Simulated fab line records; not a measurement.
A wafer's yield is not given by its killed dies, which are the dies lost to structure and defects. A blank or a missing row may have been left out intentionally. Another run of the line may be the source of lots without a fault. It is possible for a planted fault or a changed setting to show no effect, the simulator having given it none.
Struck lot and sound lot, side by side :: flow rit cmos :: 15 out of 202 route steps
Sound: these wafers, L471.1, L471.2, L471.6. Wafers struck: L482.1, L482.2, L482.4. At the end, the cause is stated.
At each step with rows: each side's tool, then ch and its chambers, then its first start. Under that, the readings that differ: sound wafers :: struck wafers :: difference of the means :: sigmas: that difference in standard deviations of wafers without a fault.
alike: a reading whose means differ by less than 2 such deviations, as well as words and numbers matching on both sides. not compared: withheld readings; readings where some wafer has no value; bounds like >300 that might hide an equal value; numbers whose values overlap and for which the record gives no deviation.
The two part at a step that has a row with sigmas, a row that says differs or no value, or rows on one side only. Non-overlapping numbers with no deviation appear without sigmas and do not part them. Lack of a reading on every wafer of one side parts them only where that side has two or more wafers.

first, 1 step without rows for these wafers: RIT_PWELL_DEVELOP_05 (develop time 68 s).
RIT_PWELL_OVL_MEAS_06:
  struck on overlay-01, day 4 04:44; sound on overlay-02, day 1 22:20
  alike: PWELL_OVL
then, 2 steps without rows for these wafers: RIT_PWELL_HARDBAKE_07 (time 120 s); RIT_PWELL_IMPLANT_08.
RIT_PWELL_STRIP_09: strips in O2, time 180 s.
  sound on plasma asher-01 ch 0,1, day 1 22:46; struck on plasma asher-02 ch 0,1, day 4 05:10
  alike: drypump motor current A
  not compared: rf hours counter h
RIT_PWELL_TW_MEAS_10:
  struck on film metro-03, day 4 05:20; sound on film metro-01, day 1 22:56
reading: PWELL_TW
sound: 960 961 958
struck: 950 941 940
difference: -16
sigmas: -2
then, 1 step without rows for these wafers: RIT_WELLDRIVE_ANNEAL_00 (time 14700 s).
RIT_WELLDRIVE_RS_MEAS_01: measures by four-point-probe.
  struck on film metro-03, day 4 10:29; sound on film metro-03, day 2 04:24
  alike: NWELL_RS
RIT_WELLDRIVE_RS_MEAS_02: measures by four-point-probe.
  struck on film metro-03, day 4 10:37; sound on film metro-03, day 2 04:31
  alike: PWELL_RS
then, 3 steps without rows for these wafers: RIT_NRETRO_HMDS_00 (prime time 60 s); RIT_NRETRO_COAT_01 (resist thk 1300 nm); RIT_NRETRO_SOFTBAKE_02 (time 60 s).
RIT_NRETRO_EXPOSE_03: exposes mask M4, target cd 43900 nm.
  sound on iline stepper-01 ch 0, day 2 05:05; struck on iline stepper-01 ch 0, day 4 11:18
reading: model.NRETRO.overlay x nm (nm)
sound: 0.3024 0.3024 0.3024
struck: 1.685 1.685 1.685
difference: +1.383
sigmas: 
  alike: mask
then, 1 step without rows for these wafers: RIT_NRETRO_PEB_04.
RIT_M1_PROBE_99:
  struck on prober-01, day 5 15:49; sound on prober-02, day 3 09:58
  alike: killed_at_M0_to_M3, killed at contacts, killed at front end, killed dies, killed open, killed short

## WHERE THEY PART
At RIT_PWELL_TW_MEAS_10 and nowhere else, as far as this record goes. Later steps at which nothing parts them and some readings are alike: RIT_WELLDRIVE_RS_MEAS_01, RIT_WELLDRIVE_RS_MEAS_02, RIT_NRETRO_EXPOSE_03, RIT_M1_PROBE_99.

WHY: the cause the simulator had injected
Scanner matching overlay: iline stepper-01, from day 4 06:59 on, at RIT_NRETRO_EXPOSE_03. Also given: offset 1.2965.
